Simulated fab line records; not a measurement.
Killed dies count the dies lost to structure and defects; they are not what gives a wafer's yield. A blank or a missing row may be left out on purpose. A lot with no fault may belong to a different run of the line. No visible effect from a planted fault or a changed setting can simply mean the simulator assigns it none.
fab line records | flow rit_cmos
record: lots: 6 | wafers: 18 | last_day: 7
route steps=202 shown NWELL@35 PWELL@39 WELLDRIVE@50 NRETRO@53 M1@202
lots untouched by any fault: they come from a run of this same line in which no faults occurred
start_h: hours from the record's first day to the start of the lot's first wafer shown | wait_h: how many hours have passed since the lot's step before this one | " as in the row above | L1.1+2: several wafers, shown together as one row | - no value present, or no start provided | * or withheld: withheld | < > ~ a bound
route shown NAME@n: a module of which the file shows steps, and the number in the route of the first | usual: average and standard deviation across the fault-free wafers | same: alike in all rows | chamber/n: place in a boat | sites: each site's reading | _std_site: standard deviation of those values | _edge_site: inner sites' mean taken away from outer sites' mean | radius_mm: for every site, how far away it sits from the centre of the wafer | mask NAME#n: copy n | behind: the most recent tool/chamber to have shaped the wafer | hold: the reason the lot was held/the length of the hold in hours/how it ended | device: whichever transistor did not switch (one of n, p or np) | end of line: at the end of the route, the tests of the same wafers | a step without rows: its recipe alone | killed: the dies lost at the first sort to structure and to defects; this is not the yield of the wafer | map: dies across one wafer; x = killed, . = not, _ = none there
set.NAME: the setting that was run; set.NAME@STEP: the one run at that earlier step | model.NAME: the simulator's own value behind a step, which no gauge read
certain route steps with their lots: each step a table, each wafer a row
services: a tool's chamber out of use, with start hour (start_h, from the record's first day; less than 0 if before it), hours out, and reason
== steps ==
step: RIT_NWELL_HARDBAKE_07
recipe: resist: NOVOLAK | temp_c: 140 | time_s: 120
step: RIT_NWELL_IMPLANT_08
recipe: species: P | energy_kev: 170 | dose_cm2: 5e+13 | tilt_deg: 7
step: RIT_NWELL_STRIP_09
recipe: chemistry: O2 | time_s: 180 | resist: NOVOLAK | platen_temp_c: withheld | power_w: 500 | pressure_mtorr: 4000 | o2_flow_sccm: 4000
usual: drypump_motor_current_A: 5.4/0.42 | rf_refl_power_W: 6.0/1.1
lot.wafer | tool            | chamber | start_h | wait_h | drypump_motor_current_A | rf_hours_counter_h | rf_refl_power_W
L640.4    | plasma_asher-02 | 0       | 31.81   | 0.1    | 5.9                     | -                  | 7.1
L640.5    | "               | 0       | "       | "      | 5.8                     | -                  | 6.3
L640.6    | "               | 1       | "       | "      | 4.9                     | -                  | 5.2
L645.1    | plasma_asher-02 | 1       | 59.42   | 0.1    | 4.9                     | 38                 | 5.2
L645.3    | "               | 1       | "       | "      | 4.9                     | -                  | 5.3
L645.4    | "               | 0       | "       | "      | 5.9                     | -                  | 6.9
L652.1    | plasma_asher-02 | 1       | 91.80   | 0.1    | 4.9                     | 42                 | 5.2
L652.2    | "               | 0       | "       | "      | 5.8                     | 42                 | 6.6
L652.4    | "               | 1       | "       | "      | 4.9                     | -                  | 5.1
L654.3    | plasma_asher-02 | 0       | 100.89  | 0.1    | 5.9                     | -                  | 6.4
L654.4    | "               | 1       | "       | "      | 5.0                     | -                  | 5.3
L654.6    | "               | 0       | "       | "      | 5.9                     | -                  | 6.7
L655.2    | plasma_asher-04 | 1       | 106.78  | 0.1    | 5.2                     | 47                 | 7.5
L655.3    | "               | 0       | "       | "      | 5.6                     | -                  | 4.1
L655.5    | "               | 1       | "       | "      | 5.3                     | -                  | 7.5
L659.1    | plasma_asher-02 | 1       | 126.36  | 0.1    | 4.9                     | 47                 | 5.1
L659.2    | "               | 0       | "       | "      | 5.9                     | 47                 | 6.6
L659.3    | "               | 0       | "       | "      | 5.9                     | -                  | 7.1
step: RIT_NWELL_TW_MEAS_10
usual: NWELL_TW: 2132/17
lot.wafer | tool          | chamber | start_h | wait_h | NWELL_TW
L640.4    | film_metro-01 | -       | 31.95   | 0.1    | 2137
L640.5    | "             | -       | "       | "      | 2136
L640.6    | "             | -       | "       | "      | 2122
L645.1    | film_metro-02 | -       | 59.60   | 0.1    | 2092
L645.3    | "             | -       | "       | "      | 2105
L645.4    | "             | -       | "       | "      | 2096
L652.1    | film_metro-04 | -       | 91.98   | 0.1    | 2156
L652.2    | "             | -       | "       | "      | 2143
L652.4    | "             | -       | "       | "      | 2140
L654.3    | film_metro-01 | -       | 101.03  | 0.1    | 2131
L654.4    | "             | -       | "       | "      | 2133
L654.6    | "             | -       | "       | "      | 2129
L655.2    | film_metro-01 | -       | 106.97  | 0.1    | 2132
L655.3    | "             | -       | "       | "      | 2141
L655.5    | "             | -       | "       | "      | 2154
L659.1    | film_metro-04 | -       | 126.53  | 0.1    | 2130
L659.2    | "             | -       | "       | "      | 2132
L659.3    | "             | -       | "       | "      | 2151
step: RIT_PWELL_HMDS_00
recipe: prime_time_s: 60 | prime_temp_c: 140
step: RIT_PWELL_COAT_01
recipe: resist: NOVOLAK | spin_rpm: 2000 | resist_thk_nm: 1300
step: RIT_PWELL_SOFTBAKE_02
recipe: resist: NOVOLAK | temp_c: 90 | time_s: 60
step: RIT_PWELL_EXPOSE_03
recipe: mask_id: M3 | na: 0.57 | target_cd_nm: 43700 | dose_mj: 250
step: RIT_PWELL_PEB_04
recipe: resist: NOVOLAK | temp_c: withheld | time_s: withheld
step: RIT_PWELL_DEVELOP_05
recipe: resist: NOVOLAK | develop_time_s: 68 | dev_temp_c: 23.45
step: RIT_PWELL_OVL_MEAS_06
usual: PWELL_OVL: -0.4/1.4
lot.wafer | tool       | chamber | start_h | wait_h | PWELL_OVL[nm]
L640.4    | overlay-02 | -       | 32.88   | -      | -1.3
L640.5    | "          | -       | "       | "      | -2.3
L640.6    | "          | -       | "       | "      | -1.8
L645.1    | overlay-01 | -       | 60.75   | -      | 1.6
L645.3    | "          | -       | "       | "      | -0.9
L645.4    | "          | -       | "       | "      | 1.5
L652.1    | overlay-02 | -       | 93.04   | -      | -0.9
L652.2    | "          | -       | "       | "      | -1.2
L652.4    | "          | -       | "       | "      | -0.6
L654.3    | overlay-02 | -       | 101.96  | -      | -1.5
L654.4    | "          | -       | "       | "      | -2.4
L654.6    | "          | -       | "       | "      | -2.7
L655.2    | overlay-02 | -       | 108.03  | -      | 0.3
L655.3    | "          | -       | "       | "      | 0.6
L655.5    | "          | -       | "       | "      | 0.1
L659.1    | overlay-01 | -       | 127.60  | -      | 2.1
L659.2    | "          | -       | "       | "      | -2.0
L659.3    | "          | -       | "       | "      | -0.3
step: RIT_PWELL_HARDBAKE_07
recipe: resist: NOVOLAK | temp_c: 140 | time_s: 120
step: RIT_PWELL_IMPLANT_08
recipe: species: B | energy_kev: 170 | dose_cm2: 7e+13 | tilt_deg: 7
usual: beam_energy_keV: 170.00/0.061 | faraday_current_uA: 222/4.4 | tilt_deg: 7.001/0.019
lot.wafer | tool         | chamber | start_h | wait_h | beam_energy_keV | faraday_current_uA | tilt_deg
L640.4    | implanter-02 | 0       | 33.22   | 0.2    | 169.93          | 222                | 6.976
L640.5    | "            | 0       | "       | "      | 169.93          | 233                | 6.984
L640.6    | "            | 0       | "       | "      | 169.88          | 218                | 6.980
L645.1    | implanter-02 | 0       | 61.04   | 0.2    | 169.90          | 222                | 6.981
L645.3    | "            | 0       | "       | "      | 169.92          | 222                | 6.960
L645.4    | "            | 0       | "       | "      | 170.01          | 221                | 6.997
L652.1    | implanter-01 | 0       | 93.45   | 0.2    | 169.97          | 216                | 6.996
L652.2    | "            | 0       | "       | "      | 169.95          | 226                | 7.008
L652.4    | "            | 0       | "       | "      | 169.98          | 227                | 7.021
L654.3    | implanter-02 | 0       | 102.28  | 0.2    | 170.03          | 226                | 7.935
L654.4    | "            | 0       | "       | "      | 169.99          | 219                | 7.913
L654.6    | "            | 0       | "       | "      | 170.02          | 225                | 7.924
L655.2    | implanter-02 | 0       | 108.33  | 0.2    | 169.95          | 225                | 7.905
L655.3    | "            | 0       | "       | "      | 169.94          | 224                | 7.943
L655.5    | "            | 0       | "       | "      | 170.03          | 218                | 7.922
L659.1    | implanter-03 | 0       | 127.88  | 0.2    | 169.99          | 229                | 6.989
L659.2    | "            | 0       | "       | "      | 170.00          | 216                | 7.015
L659.3    | "            | 0       | "       | "      | 169.94          | 219                | 6.991
step: RIT_PWELL_STRIP_09
recipe: chemistry: O2 | time_s: 180 | resist: NOVOLAK | platen_temp_c: withheld | power_w: 500 | pressure_mtorr: 4000 | o2_flow_sccm: 4000
usual: drypump_motor_current_A: 5.5/0.34 | rf_refl_power_W: 6.1/1.3
lot.wafer | tool            | chamber | start_h | wait_h | drypump_motor_current_A | rf_hours_counter_h | rf_refl_power_W
L640.4    | plasma_asher-04 | 0       | 33.36   | 0.1    | 5.6                     | -                  | 4.2
L640.5    | "               | 0       | "       | "      | 5.6                     | -                  | 4.0
L640.6    | "               | 1       | "       | "      | 5.2                     | -                  | 6.9
L645.1    | plasma_asher-02 | 0       | 61.19   | 0.1    | 5.9                     | 39                 | 6.4
L645.3    | "               | 0       | "       | "      | 5.9                     | -                  | 7.2
L645.4    | "               | 1       | "       | "      | 4.9                     | -                  | 5.2
L652.1    | plasma_asher-04 | 0       | 93.60   | 0.1    | 5.6                     | 46                 | 4.1
L652.2    | "               | 1       | "       | "      | 5.3                     | 46                 | 7.2
L652.4    | "               | 0       | "       | "      | 5.6                     | -                  | 4.1
L654.3    | plasma_asher-02 | 0       | 102.44  | 0.1    | 5.9                     | -                  | 6.8
L654.4    | "               | 1       | "       | "      | 4.9                     | -                  | 5.3
L654.6    | "               | 1       | "       | "      | 4.9                     | -                  | 5.2
L655.2    | plasma_asher-01 | 1       | 108.46  | 0.1    | 5.6                     | 48                 | 8.0
L655.3    | "               | 0       | "       | "      | 5.9                     | -                  | 6.5
L655.5    | "               | 1       | "       | "      | 5.6                     | -                  | 7.8
L659.1    | plasma_asher-04 | 0       | 128.03  | 0.1    | 5.6                     | 1                  | 4.1
L659.2    | "               | 1       | "       | "      | 5.2                     | 1                  | 7.3
L659.3    | "               | 1       | "       | "      | 5.2                     | -                  | 7.5
step: RIT_PWELL_TW_MEAS_10
usual: PWELL_TW: 944/8.2
lot.wafer | tool          | chamber | start_h | wait_h | PWELL_TW
L640.4    | film_metro-01 | -       | 33.50   | 0.1    | 950
L640.5    | "             | -       | "       | "      | 953
L640.6    | "             | -       | "       | "      | 952
L645.1    | film_metro-01 | -       | 61.36   | 0.1    | 953
L645.3    | "             | -       | "       | "      | 951
L645.4    | "             | -       | "       | "      | 948
L652.1    | film_metro-01 | -       | 93.77   | 0.1    | 947
L652.2    | "             | -       | "       | "      | 946
L652.4    | "             | -       | "       | "      | 945
L654.3    | film_metro-02 | -       | 102.58  | 0.1    | 929
L654.4    | "             | -       | "       | "      | 930
L654.6    | "             | -       | "       | "      | 923
L655.2    | film_metro-01 | -       | 108.64  | 0.1    | 947
L655.3    | "             | -       | "       | "      | 949
L655.5    | "             | -       | "       | "      | 942
L659.1    | film_metro-02 | -       | 128.21  | 0.1    | 935
L659.2    | "             | -       | "       | "      | 933
L659.3    | "             | -       | "       | "      | 934
step: RIT_WELLDRIVE_ANNEAL_00
recipe: temp_c: 1100 | time_s: 14700 | ambient: N2
step: RIT_WELLDRIVE_RS_MEAS_01
recipe: thk_meas_gauge: four-point-probe
usual: NWELL_RS: 276.0/0.76
lot.wafer | tool          | chamber | start_h | wait_h | NWELL_RS[ohm/sq]
L640.4    | film_metro-01 | -       | 38.68   | 0.1    | 276.4
L640.5    | "             | -       | "       | "      | 276.3
L640.6    | "             | -       | "       | "      | 276.0
L645.1    | film_metro-04 | -       | 67.25   | 0.0    | 276.0
L645.3    | "             | -       | "       | "      | 275.4
L645.4    | "             | -       | "       | "      | 277.3
L652.1    | film_metro-01 | -       | 98.92   | 0.0    | 274.3
L652.2    | "             | -       | "       | "      | 274.8
L652.4    | "             | -       | "       | "      | 274.0
L654.3    | film_metro-04 | -       | 107.74  | 0.0    | 276.0
L654.4    | "             | -       | "       | "      | 276.4
L654.6    | "             | -       | "       | "      | 275.0
L655.2    | film_metro-04 | -       | 113.80  | 0.0    | 276.1
L655.3    | "             | -       | "       | "      | 274.9
L655.5    | "             | -       | "       | "      | 275.3
L659.1    | film_metro-02 | -       | 133.35  | 0.0    | 277.0
L659.2    | "             | -       | "       | "      | 276.2
L659.3    | "             | -       | "       | "      | 277.4
step: RIT_WELLDRIVE_RS_MEAS_02
recipe: thk_meas_gauge: four-point-probe
usual: PWELL_RS: 430.1/1.4
lot.wafer | tool          | chamber | start_h | wait_h | PWELL_RS[ohm/sq]
L640.4    | film_metro-01 | -       | 38.80   | 0.1    | 429.9
L640.5    | "             | -       | "       | "      | 429.1
L640.6    | "             | -       | "       | "      | 428.9
L645.1    | film_metro-04 | -       | 67.37   | 0.1    | 429.9
L645.3    | "             | -       | "       | "      | 430.0
L645.4    | "             | -       | "       | "      | 430.6
L652.1    | film_metro-01 | -       | 99.04   | 0.1    | 430.4
L652.2    | "             | -       | "       | "      | 430.0
L652.4    | "             | -       | "       | "      | 429.9
L654.3    | film_metro-04 | -       | 107.86  | 0.1    | -
L654.4    | "             | -       | "       | "      | -
L654.6    | "             | -       | "       | "      | -
L655.2    | film_metro-04 | -       | 113.92  | 0.1    | -
L655.3    | "             | -       | "       | "      | -
L655.5    | "             | -       | "       | "      | -
L659.1    | film_metro-02 | -       | 133.47  | 0.1    | 429.1
L659.2    | "             | -       | "       | "      | 431.1
L659.3    | "             | -       | "       | "      | 430.2
step: RIT_NRETRO_HMDS_00
recipe: prime_time_s: 60 | prime_temp_c: 140
step: RIT_M1_PROBE_99
usual: killed_at_front_end: 6/3 | killed_dies: 7/3.1 | killed_open: 3.2/1.9 | killed_short: 3.3/1.9
same: gross_dies: 264 | killed_at_M0_to_M3: 0 | killed_at_M4_up: 0 | killed_at_back_side: 0 | killed_at_contacts: 0 | killed_at_other: 0
lot.wafer | tool      | chamber | start_h | wait_h | killed_at_front_end | killed_dies | killed_open | killed_short
L640.4    | prober-02 | -       | 79.00   | 0.2    | 7                   | 7           | 4           | 3
L640.5    | prober-02 | -       | 79.05   | 0.2    | 7                   | 7           | 4           | 3
L640.6    | prober-02 | -       | 79.10   | 0.2    | 7                   | 7           | 5           | 2
L645.1    | prober-01 | -       | 100.05  | 0.1    | 7                   | 7           | 4           | 3
L645.3    | prober-01 | -       | 100.15  | 0.2    | 7                   | 7           | 2           | 5
L645.4    | prober-01 | -       | 100.20  | 0.2    | 4                   | 4           | 0           | 4
L652.1    | prober-02 | -       | 127.47  | 0.1    | 2                   | 2           | 2           | 0
L652.2    | prober-02 | -       | 127.52  | 0.1    | 7                   | 7           | 2           | 5
L652.4    | prober-02 | -       | 127.62  | 0.2    | 5                   | 5           | 4           | 1
L654.3    | prober-02 | -       | 137.31  | 0.2    | 4                   | 4           | 4           | 0
L654.4    | prober-02 | -       | 137.36  | 0.2    | 12                  | 12          | 6           | 6
L654.6    | prober-02 | -       | 137.46  | 0.2    | 5                   | 5           | 0           | 5
L655.2    | prober-01 | -       | 145.27  | 0.1    | 4                   | 4           | 2           | 2
L655.3    | prober-01 | -       | 145.32  | 0.2    | 8                   | 8           | 5           | 3
L655.5    | prober-01 | -       | 145.42  | 0.2    | 6                   | 6           | 2           | 4
L659.1    | prober-01 | -       | 162.83  | 0.1    | 7                   | 7           | 3           | 4
L659.2    | prober-01 | -       | 162.88  | 0.1    | 5                   | 5           | 4           | 1
L659.3    | prober-01 | -       | 162.93  | 0.2    | 6                   | 6           | 3           | 3
killed by level:class
L640.4 SILICIDE:geometric_particle:short=2 SILICIDE:geometric_particle:open=2 FOX2:geometric_particle:open=1 GATE:geometric_particle:open=1 REOX:geometric_particle:short=1
L640.5 SILICIDE:geometric_particle:open=3 SILICIDE:geometric_particle:short=2 FOX1:geometric_particle:open=1 SPACER:geometric_particle:short=1
L640.6 GATE:geometric_particle:open=2 FOX1:geometric_particle:open=1 FOX2:geometric_particle:short=1 SPACER:geometric_particle:open=1 SILICIDE:geometric_particle:open=1 SILICIDE:geometric_particle:short=1
L645.1 REOX:geometric_particle:open=3 GATE:geometric_particle:short=1 REOX:geometric_particle:short=1 SPACER:geometric_particle:open=1 SPACER:geometric_particle:short=1
L645.3 GATE:geometric_particle:short=2 REOX:geometric_particle:short=2 GATE:geometric_particle:open=1 SPACER:geometric_particle:open=1 SILICIDE:geometric_particle:short=1
L645.4 FOX1:geometric_particle:short=3 GATE:geometric_particle:short=1
L652.1 REOX:geometric_particle:open=1 SPACER:geometric_particle:open=1
L652.2 SPACER:geometric_particle:short=3 GATE:geometric_particle:short=2 GATE:geometric_particle:open=1 SILICIDE:geometric_particle:open=1
L652.4 GATE:geometric_particle:open=2 REOX:geometric_particle:open=1 SPACER:geometric_particle:short=1 SILICIDE:geometric_particle:open=1
L654.3 GATE:geometric_particle:open=4
L654.4 FOX1:geometric_particle:short=3 SPACER:geometric_particle:short=3 FOX1:geometric_particle:open=2 SPACER:geometric_particle:open=2 GATE:geometric_particle:open=1 REOX:geometric_particle:open=1
L654.6 GATE:geometric_particle:short=3 FOX1:geometric_particle:short=1 SPACER:geometric_particle:short=1
L655.2 FOX2:geometric_particle:open=1 REOX:geometric_particle:short=1 SPACER:geometric_particle:open=1 SILICIDE:geometric_particle:short=1
L655.3 GATE:geometric_particle:open=3 ACTIVE:geometric_particle:short=1 FOX2:geometric_particle:short=1 GATE:geometric_particle:short=1 REOX:geometric_particle:open=1 SPACER:geometric_particle:open=1
L655.5 FOX1:geometric_particle:short=2 FOX1:geometric_particle:open=1 GATE:geometric_particle:short=1 REOX:geometric_particle:short=1 SPACER:geometric_particle:open=1
L659.1 SILICIDE:geometric_particle:open=2 ACTIVE:geometric_particle:short=1 GATE:geometric_particle:short=1 REOX:geometric_particle:short=1 SPACER:geometric_particle:open=1 SILICIDE:geometric_particle:short=1
L659.2 GATE:geometric_particle:open=3 GATE:geometric_particle:short=1 REOX:geometric_particle:open=1
L659.3 SPACER:geometric_particle:short=2 FOX2:geometric_particle:open=1 FOX2:geometric_particle:short=1 GATE:geometric_particle:open=1 SPACER:geometric_particle:open=1
== services ==
tool            | chamber | start_h | hours | kind
implanter-01    | -       | 28.47   | 3.4   | pm
implanter-03    | -       | 29.82   | 17.5  | repair
implanter-02    | -       | 67.11   | 4.9   | repair
implanter-03    | -       | 90.17   | 6.3   | repair
plasma_asher-04 | -       | 108.75  | 9.0   | pm
plasma_asher-04 | 0       | 108.75  | 9.0   | vent_cycle
plasma_asher-04 | 1       | 108.75  | 9.0   | vent_cycle
plasma_asher-04 | 0       | 117.75  | -     | clean
plasma_asher-04 | 1       | 117.75  | -     | clean
== key ==
first_sign: step: RIT_PWELL_IMPLANT_08 | reading: tilt_deg | direction: up | sigmas: 49 | usual: 7.001 | struck: 7.924
effect: step: RIT_WELLDRIVE_RS_MEAS_02 | reading: PWELL_RS | direction: missing
met_at RIT_PWELL_IMPLANT_08
struck_wafers L654.3,L654.4,L654.6,L655.2,L655.3,L655.5
tester_left_out L654,L655
onset_between 61.04 102.28
fault: kind: process_parameter_drift | tool: implanter-02 | chamber: - | onset_h: 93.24 | steps: RIT_PWELL_IMPLANT_08 | channel: tilt_deg | offset: 0.92444 | shape: step | end_h: 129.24 | acts_in: these_recipes_only | stated: 7
tester_left_out: of these lots the tester's yield and bins aren't shown, on N5 and GAA mostly nor the transistor test; their killed dies are dies lost to structure and defects alone, not to doping, threshold or leakage, so they don't give the yield
